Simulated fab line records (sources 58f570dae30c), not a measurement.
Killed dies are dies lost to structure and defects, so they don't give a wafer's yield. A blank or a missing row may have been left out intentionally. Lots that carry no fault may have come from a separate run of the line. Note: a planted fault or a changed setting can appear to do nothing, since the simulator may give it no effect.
Which of the tools did it? ; flow berkeley_cmos170 ; Sampling: 15 lots, 45 wafers, 2 of 331 route steps

== WHAT EACH GAUGE READ, for each wafer ==
UCB170_PVT_TW_MEAS_09. Usual: PVT_TW 512, standard deviation 6.3.
lot;measured;on;PVT_TW;flag
L196;day 5 05:54;film_metro-03;630 633 630;OFF
L197;day 5 05:49;film_metro-04;505 508 507;
L200;day 5 21:16;film_metro-04;509 507 507;
L198;day 5 21:55;film_metro-02;649 644 647;OFF
L201;day 6 16:08;film_metro-02;527 528 526;
L204;day 7 07:27;film_metro-03;630 629 630;OFF
L208;day 8 04:14;film_metro-02;522 521 519;
L210;day 8 09:45;film_metro-03;507 510 509;
L209;day 8 09:56;film_metro-04;509 508 507;
L212;day 9 07:59;film_metro-03;511 510 511;
L213;day 9 10:56;film_metro-02;519 522 522;
L215;day 9 11:10;film_metro-03;511 512 510;
L214;day 9 11:25;film_metro-04;507 505 506;
L217;day 10 09:13;film_metro-03;510 512 512;
L218;day 10 09:16;film_metro-02;518 521 521;

== WHAT TOOL EACH LOT RAN ON (gives the tool, then ch and the chambers of the sampled wafers, and finally the start) ==
lot;UCB170_PVT_IMPLANT_07
L196;implanter-04 ch 0, day 5 05:21
L197;implanter-03 ch 0, day 5 05:37
L200;implanter-03 ch 0, day 5 21:02
L198;implanter-04 ch 0, day 5 21:17
L201;implanter-03 ch 0, day 6 15:53
L204;implanter-03 ch 0, day 7 06:39
L208;implanter-04 ch 0, day 8 03:59
L210;implanter-03 ch 0, day 8 09:30
L209;implanter-04 ch 0, day 8 09:41
L212;implanter-03 ch 0, day 9 07:44
L213;implanter-02 ch 0, day 9 10:41
L215;implanter-04 ch 0, day 9 10:55
L214;implanter-02 ch 0, day 9 11:12
L217;implanter-02 ch 0, day 10 08:59
L218;implanter-03 ch 0, day 10 09:03
- UCB170_PVT_IMPLANT_07

== WHAT THE TOOLS THEMSELVES READ (means of the sampled wafers that have a number; where no wafer has one, the mark that the record gives instead) ==
The record holds no such reading with a usual standard deviation.

== THE ANSWER, worked out from the rows above alone ==
Rule: a lot counts as off when the mean over its wafers that have a number is more than 3 standard deviations away from the usual mean. A lot without any number at a reading at which 4 lots or more have one is off too. The other lots that the step has rows for count as sound. The gauges are gone through in route order, then the tools' own readings, and for those a lot's mean is taken as printed above. At the first step where some lot is off, the reading lying furthest off is the one used; lots without a number count as furthest.
Off: L196, L198, L204, at UCB170_PVT_TW_MEAS_09 (PVT_TW).
If a tool, at a process step before that reading, ran all the lots that are off and no sound lot after the first of them, it fits. Those tools and the gauges at UCB170_PVT_TW_MEAS_09 are tried in the same way. No candidate that was tried fits.

== WHAT THE SIMULATOR HAD PUT IN ==
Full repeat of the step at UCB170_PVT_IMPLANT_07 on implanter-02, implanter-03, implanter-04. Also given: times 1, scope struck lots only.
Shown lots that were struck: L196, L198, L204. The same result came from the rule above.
